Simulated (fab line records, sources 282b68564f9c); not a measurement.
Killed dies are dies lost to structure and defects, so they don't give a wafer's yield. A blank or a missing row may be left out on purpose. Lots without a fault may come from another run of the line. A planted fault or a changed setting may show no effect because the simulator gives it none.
fab line records | flow rit_cmos
record lots=4 wafers=12 last_day=6
route steps=202 shown SDANNEAL@156 SILICIDE@161 CONTACT@168 M1@184
lots that met no fault: from a run of the same line without faults
start_h: hours from the record's first day to the start of the lot's first wafer shown | wait_h: hours since the lot's step before | " the same as in the row above | L1.1+2: a row that stands for several wafers | - no value, or no start given | * or withheld: withheld | < > ~ a bound
route shown NAME@n: a module of which the file shows steps, and the number in the route of the first | usual: mean/standard deviation of fault-free wafers | same: alike in all rows | chamber/n: place in a boat | sites: the reading at each site | _std_site: their standard deviation | _edge_site: outer sites' mean less inner sites' | radius_mm: how far each site lies from the wafer's centre | mask NAME#n: copy n | behind: the tool/chamber that last shaped the wafer | hold: why the lot was held/for how many hours/how that ended | device: the transistor (n, p or np) that didn't switch | end of line: the same wafers' tests at the end of the route | a step without rows: its recipe alone | killed: dies lost to structure and defects at the first sort, not the wafer's yield | map: a wafer's dies, x killed, . not, _ none there
set.NAME: the setting as run; set.NAME@STEP: as run at that earlier step | model.NAME: the simulator's own value behind a step, which no gauge read
lots at some steps of the route; a table a step, a row a wafer
services: from which hour (start_h, from the record's first day; less than 0 if before it) a tool's chamber was out of use, for how many hours, and why
## steps
# step RIT_SDANNEAL_RTA_03
# recipe temp_c=1050 time_s=5 idle_temp_c=600 ramp_up_c_per_s=342 ramp_down_c_per_s=171 cool_to_c=600 ambient=N2
# step RIT_SILICIDE_WET_ETCH_00
# recipe chemistry=BOE target=SiO2 target_depth_nm=14 time_s=15 dry=n2_spin dilution=10:1 temp_c=21.5
# step RIT_SILICIDE_SPUTTER_01
# recipe material=Ti target_thk_nm=30 power_w=350 chamber_pressure_pa=0.667 gas=Ar time_s=240 substrate_temp_c=25
# step RIT_SILICIDE_RTA_04
# recipe temp_c=650 time_s=10 idle_temp_c=25 ramp_up_s=5 ramp_down_s=5 cool_to_c=25 ambient=N2
# step RIT_SILICIDE_WET_ETCH_05
# recipe chemistry=SPM target=Ti temp_c=90 time_s=120 dry=n2_spin
# step RIT_SILICIDE_RTA_06
# recipe temp_c=750 time_s=10 idle_temp_c=25 ramp_up_s=5 ramp_down_s=10 cool_to_c=25 ambient=N2
# step RIT_CONTACT_CVD_00
# recipe material=SiO2 target_thk_nm=400 precursor=TEOS temp_c=390 time_s=61 rf_w=400
# usual heater_power_w=336/59 run_length_s=88.9/0.51
# columns lot.wafer tool chamber start_h wait_h heater_power_w run_length_s since_wet_clean_h model.SiO2_of_CONTACT_CVD_00.thk_nm
L684.3 pecvd-03 0 54.87 0.0 419 89.4 206 402.8
L684.5 " 2 " " 382 89.3 - 413
L684.6 " 1 " " 392 89.3 - 408.9
L696.1 pecvd-03 0 125.41 0.1 395 95.5 276 437.2
L696.3 " 1 " " 379 89.0 276 392.4
L696.6 " 2 " " 343 89.9 - 403.2
L699.3 pecvd-03 1 134.30 0.0 351 89.5 285 389.9
L699.4 " 1 " " 365 89.6 - 402.4
L699.6 " 0 " " 364 95.6 - 447.1
L701.1 pecvd-02 2 141.70 0.1 377 88.9 1087 396.4
L701.3 " 0 " " 372 88.7 1087 396.9
L701.5 " 2 " " 386 89.3 - 401.9
# step RIT_CONTACT_THK_MEAS_01
# recipe reads=SiO2_of_CONTACT_CVD_00
# usual CONTACT_TEOS_THK=399/5.6
# columns lot.wafer tool chamber start_h wait_h hold CONTACT_TEOS_THK[nm]
L684.3 film_metro-01 - 54.94 0.0 - 403
L684.5 " - " " - 413
L684.6 " - " " - 409
L696.1 film_metro-04 - 125.46 0.0 await_dispo/0.2h/release 437
L696.3 " - " " await_dispo/0.2h/release 392
L696.6 " - " " await_dispo/0.2h/release 403
L696.1 film_metro-04 - 125.69 0.2 - 437
L696.3 " - " " - 393
L696.6 " - " " - 403
L699.3 film_metro-03 - 134.37 0.0 await_dispo/0.2h/release 390
L699.4 " - " " await_dispo/0.2h/release 403
L699.6 " - " " await_dispo/0.2h/release 447
L699.3 film_metro-03 - 134.59 0.2 - 390
L699.4 " - " " - 402
L699.6 " - " " - 447
L701.1 film_metro-04 - 141.75 0.0 - 396
L701.3 " - " " - 397
L701.5 " - " " - 402
# step RIT_CONTACT_COAT_03
# recipe resist=NOVOLAK spin_rpm=3250 resist_thk_nm=1000
# step RIT_CONTACT_SOFTBAKE_04
# recipe resist=NOVOLAK temp_c=90 time_s=60
# step RIT_CONTACT_EXPOSE_05
# recipe mask_id=M11 na=0.6 source_shape=conventional sigma_outer=0.5 target_cd_nm=1000 dose_mj=250
# step RIT_CONTACT_PEB_06
# recipe resist=NOVOLAK temp_c=withheld time_s=withheld
# step RIT_CONTACT_DEVELOP_07
# recipe resist=NOVOLAK develop_time_s=120 dev_temp_c=23
# step RIT_CONTACT_HARDBAKE_10
# recipe resist=NOVOLAK temp_c=140 time_s=60
# step RIT_CONTACT_ETCH_11
# recipe target_depth_a=4800 over_etch_frac=0.2 stop_on=TiSi2 chemistry=CHF3/CF4/Ar target=SiO2 CHF3_flow_sccm=50 cf4_flow_sccm=10 Ar_flow_sccm=100 O2_flow_sccm=5 pressure_mtorr=100 rf_w=200 time_s=320
# usual drypump_motor_current_A=5.8/0.41 oes_product_au=0.981/0.015 throttle_valve_pct=8.89/0.11
# columns lot.wafer tool chamber start_h wait_h drypump_motor_current_A oes_product_au rf_hours_counter_h throttle_valve_pct model.CONTACT.feature_depth_nm model.etch.depth_nm
L684.3 rie_diel-01 0 56.25 0.1 5.9 0.981 89 8.83 402.8 402.8
L684.5 " 0 " " 5.9 0.973 - 8.84 413 413
L684.6 " 1 " " 6.1 0.954 - 8.66 408.9 408.9
L696.1 rie_diel-04 1 134.95 0.1 5.7 0.993 1 9.02 437.2 437.2
L696.3 " 3 " " 5.5 0.984 2 9.01 392.4 392.4
L696.6 " 2 " " 6.4 1.009 - 8.82 403.2 403.2
L699.3 rie_diel-04 2 139.84 0.2 6.3 1.005 135 8.80 389.9 389.9
L699.4 " 3 " " 5.5 0.982 2 9.01 402.4 402.4
L699.6 " 3 " " 5.5 0.990 - 9.01 447.1 447.1
L701.1 rie_diel-01 1 143.08 0.1 6.1 0.949 138 8.67 396.4 396.4
L701.3 " 2 " " 5.4 0.993 10 8.93 396.9 396.9
L701.5 " 1 " " 6.1 0.961 - 8.66 401.9 401.9
# step RIT_CONTACT_STRIP_12
# recipe chemistry=O2 time_s=180 resist=NOVOLAK platen_temp_c=withheld power_w=500 pressure_mtorr=4000 o2_flow_sccm=4000
# step RIT_CONTACT_CLEAN_13
# recipe chemistry=SC1 mix=3:3:50 time_s=600 temp_c=75
# step RIT_CONTACT_CLEAN_14
# recipe chemistry=SC2 mix=3:3:50 time_s=600 temp_c=75 dry=n2_spin
# step RIT_M1_SPUTTER_00
# recipe material=Al target_thk_nm=400 power_w=2000 chamber_pressure_pa=0.4 gas=Ar time_s=500 substrate_temp_c=25
# step RIT_M1_HMDS_03
# recipe prime_time_s=60 prime_temp_c=140
# step RIT_M1_COAT_04
# recipe resist=NOVOLAK spin_rpm=2000 resist_thk_nm=1300
# step RIT_M1_SOFTBAKE_05
# recipe resist=NOVOLAK temp_c=90 time_s=60
# step RIT_M1_EXPOSE_06
# recipe mask_id=M12 na=0.6 source_shape=conventional sigma_outer=0.5 target_cd_nm=2600 dose_mj=250
# step RIT_M1_PEB_07
# recipe resist=NOVOLAK temp_c=withheld time_s=withheld
# step RIT_M1_DEVELOP_08
# recipe resist=NOVOLAK develop_time_s=68 dev_temp_c=23
# step RIT_M1_HARDBAKE_11
# recipe resist=NOVOLAK temp_c=140 time_s=120
# step RIT_M1_METAL_ETCH_12
# recipe stop_on=SiO2 chemistry=Cl2/BCl3 target=Al time_s=165 over_etch_frac=0.5 pressure_mtorr=100 target_depth_a=6000 rf_w=250 Cl2_flow_sccm=60 bcl3_flow_sccm=50
# usual drypump_motor_current_A=5.61/0.12 oes_product_au=0.777/0.013 throttle_valve_pct=8.34/0.073
# columns lot.wafer tool chamber start_h wait_h drypump_motor_current_A oes_product_au rf_hours_counter_h throttle_valve_pct model.SiO2_of_CONTACT_CVD_00.thk_nm
L684.3 rie_metal-04 0 59.01 0.2 5.80 0.793 - 8.39 365.6
L684.5 " 0 " " 5.82 0.787 - 8.41 375.8
L684.6 " 1 " " 5.59 0.771 - 8.29 373.4
L696.1 rie_metal-04 1 137.58 0.2 5.57 0.768 1.3 8.31 401.3
L696.3 " 0 " " 5.83 0.773 - 8.40 355.2
L696.6 " 0 " " 5.83 0.785 - 8.39 366
L699.3 rie_metal-04 0 142.68 0.2 5.84 0.783 - 8.41 352.7
L699.4 " 1 " " 5.59 0.771 - 8.29 366.2
L699.6 " 0 " " 5.82 0.799 - 8.39 409.9
L701.1 rie_metal-01 1 145.98 0.2 5.53 0.780 5.2 8.24 360.4
L701.3 " 0 " " 5.69 0.770 - 8.36 359.6
L701.5 " 0 " " 5.65 0.765 - 8.37 364.6
# step RIT_M1_STRIP_13
# recipe chemistry=nmp resist=NOVOLAK temp_c=80 time_s=600 dry=n2_spin
# step RIT_M1_PROBE_99
# usual killed_at_contacts=0.1/0.31 killed_at_front_end=6.8/2.7 killed_dies=6.9/2.7 killed_open=3.3/1.8 killed_short=3.5/1.8
# same gross_dies=264 killed_at_M0_to_M3=0 killed_at_M4_up=0 killed_at_back_side=0 killed_at_other=0
# columns lot.wafer tool chamber start_h wait_h killed_at_contacts killed_at_front_end killed_dies killed_open killed_short
L684.3 prober-01 - 61.56 0.2 0 4 4 2 1
L684.5 prober-01 - 61.66 0.2 0 5 5 3 2
L684.6 prober-01 - 61.71 0.2 1 5 6 3 3
L696.1 prober-01 - 139.83 0.1 0 11 11 4 7
L696.3 prober-01 - 139.93 0.2 0 9 9 2 4
L696.6 prober-01 - 140.08 0.2 0 9 9 6 3
L699.3 prober-02 - 145.15 0.2 0 6 6 4 2
L699.4 prober-02 - 145.20 0.2 1 9 10 3 6
L699.6 prober-02 - 145.30 0.2 1 2 3 2 0
# killed by level:class
L684.3 FOX1:geometric_particle:short=1 FOX1:geometric_particle:open=1 SPACER:geometric_particle:open=1 NRETRO:coat_microbubble_printed=1
L684.5 SPACER:geometric_particle:open=2 GATE:geometric_particle:short=1 REOX:geometric_particle:open=1 SPACER:geometric_particle:short=1
L684.6 FOX1:geometric_particle:short=1 FOX2:geometric_particle:short=1 GATE:geometric_particle:open=1 REOX:geometric_particle:open=1 SPACER:geometric_particle:short=1 CONTACT:geometric_particle:open=1
L696.1 GATE:geometric_particle:short=3 FOX1:geometric_particle:short=2 FOX2:geometric_particle:open=2 FOX2:geometric_particle:short=2 FOX1:geometric_particle:open=1 GATE:geometric_particle:open=1
L696.3 NWELL:coat_microbubble_printed=3 SILICIDE:geometric_particle:short=2 FOX2:geometric_particle:open=1 GATE:geometric_particle:open=1 GATE:geometric_particle:short=1 SPACER:geometric_particle:short=1
L696.6 GATE:geometric_particle:short=2 GATE:geometric_particle:open=2 FOX1:geometric_particle:open=1 FOX2:geometric_particle:open=1 REOX:geometric_particle:open=1 SPACER:geometric_particle:short=1 SILICIDE:geometric_particle:open=1
L699.3 GATE:geometric_particle:open=3 GATE:geometric_particle:short=2 FOX2:geometric_particle:open=1
L699.4 GATE:geometric_particle:short=3 FOX1:geometric_particle:short=2 GATE:geometric_particle:open=2 FOX1:geometric_particle:open=1 SILICIDE:geometric_particle:short=1 CONTACT:coat_microbubble_printed=1
L699.6 GATE:geometric_particle:open=2 CONTACT:area_etch=1
## services
# columns tool chamber start_h hours kind
rie_diel-04 1 66.01 - clean
rie_diel-04 1 66.01 15.0 scheduled_down
rie_diel-04 1 66.01 15.0 vent_cycle
rie_metal-04 - 70.45 0.3 repair
rie_diel-01 3 73.26 4.4 repair
pecvd-02 - 73.32 0.2 repair
rie_diel-04 0 104.39 7.0 repair
rie_metal-01 - 123.17 0.8 repair
pecvd-02 - 144.61 14.6 pm
## key
first_sign step=RIT_CONTACT_CVD_00 reading=run_length_s direction=up sigmas=13 usual=* struck=*
effect step=RIT_CONTACT_THK_MEAS_01 reading=visit direction=added
effect step=RIT_CONTACT_THK_MEAS_01 reading=CONTACT_TEOS_THK direction=up sigmas=7.7 usual=399 struck=442
model_effect step=RIT_CONTACT_CVD_00 value=SiO2_of_CONTACT_CVD_00.thk_nm without=398.4 struck=442.1
model_effect step=RIT_CONTACT_ETCH_11 value=CONTACT.feature_depth_nm without=398.4 struck=442.1
model_effect step=RIT_M1_METAL_ETCH_12 value=SiO2_of_CONTACT_CVD_00.thk_nm without=361.9 struck=405.6
met_at RIT_CONTACT_CVD_00
struck_wafers L696.1,L699.6
tester_left_out L696,L699
onset_between 54.87 125.41
fault kind=process_parameter_drift tool=pecvd-03 chamber=0 onset_h=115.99 steps=RIT_CONTACT_CVD_00 channel=time_s offset=* shape=step end_h=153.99 stated=*
# tester_left_out: of these lots the tester's yield and bins aren't shown, on N5 and GAA mostly nor the transistor test; their killed dies are dies lost to structure and defects alone, not to doping, threshold or leakage, so they don't give the yield
